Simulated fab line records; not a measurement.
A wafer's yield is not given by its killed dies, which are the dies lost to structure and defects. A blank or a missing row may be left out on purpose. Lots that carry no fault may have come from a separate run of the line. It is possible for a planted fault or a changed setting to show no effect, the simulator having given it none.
The tool behind it: which one? ; flow berkeley_cmos170 ; 7 lots, 21 wafers sampled, at 3 steps of a route of 331

## WHAT THE GAUGES SHOWED, per wafer
UCB170_V2_BOW_MEAS_03.
lot;measured;on;V2_BOW (um)
L317;day 8 07:33;film_metro-04;21 28 30
L320;day 8 12:22;film_metro-04;41 35 39
L322;day 9 02:09;film_metro-02;43 49 48
L325;day 9 19:27;film_metro-02;37 36 40
L327;day 10 09:10;film_metro-02;44 32 37
L336;day 12 10:39;film_metro-01;42 32 32
L337;day 12 19:11;film_metro-01;42 44 41

## TOOL THAT RAN EACH LOT (tool first, then ch and the chambers of the sampled wafers, then the start)
lot;UCB170_M1_ETCH_11;UCB170_V2_CMP_02
L317;rie_diel-04 ch 0,2,3, day 7 18:59;cmp-01 ch 1,2, day 8 07:13
L320;rie_diel-01 ch 0,1,3, day 8 04:06;cmp-02 ch 1,2,3, day 8 12:08
L322;rie_diel-01 ch 0,1,3, day 8 10:10;cmp-02 ch 1,2,3, day 9 01:50
L325;rie_diel-02 ch 2,3, day 9 04:58;cmp-01 ch 0,3, day 9 19:08
L327;rie_diel-02 ch 1,2, day 9 23:17;cmp-01 ch 0,1,3, day 10 08:57
L336;rie_diel-01 ch 0,2,3, day 11 23:41;cmp-01 ch 1,2,3, day 12 10:20
L337;rie_diel-01 ch 0,1, day 12 08:59;cmp-01 ch 0,2,3, day 12 18:57
- UCB170_M1_ETCH_11: etches BARC in N2/H2.
- UCB170_V2_CMP_02: polishes SiO2.

## THE ANSWER, worked out from the rows above alone
Rule: the lots themselves supply what counts as usual. Put in order of their means at a reading, lots are off if they are a third of the lots or fewer, leave a main group of 4 or more, and stand apart from it by a gap of 3 or more times the standard deviation of the main group's means; of several such gaps the widest counts. Not used: any main group whose means are identical at the precision the tables above print for the reading. A lot without any number at a reading at which 4 lots or more have one is off too. Where the step has rows for the other lots, those lots are counted as sound.
Across all readings shown, no lot is off: no conclusion can be drawn from this.

## WHAT THE SIMULATOR HAD PUT IN
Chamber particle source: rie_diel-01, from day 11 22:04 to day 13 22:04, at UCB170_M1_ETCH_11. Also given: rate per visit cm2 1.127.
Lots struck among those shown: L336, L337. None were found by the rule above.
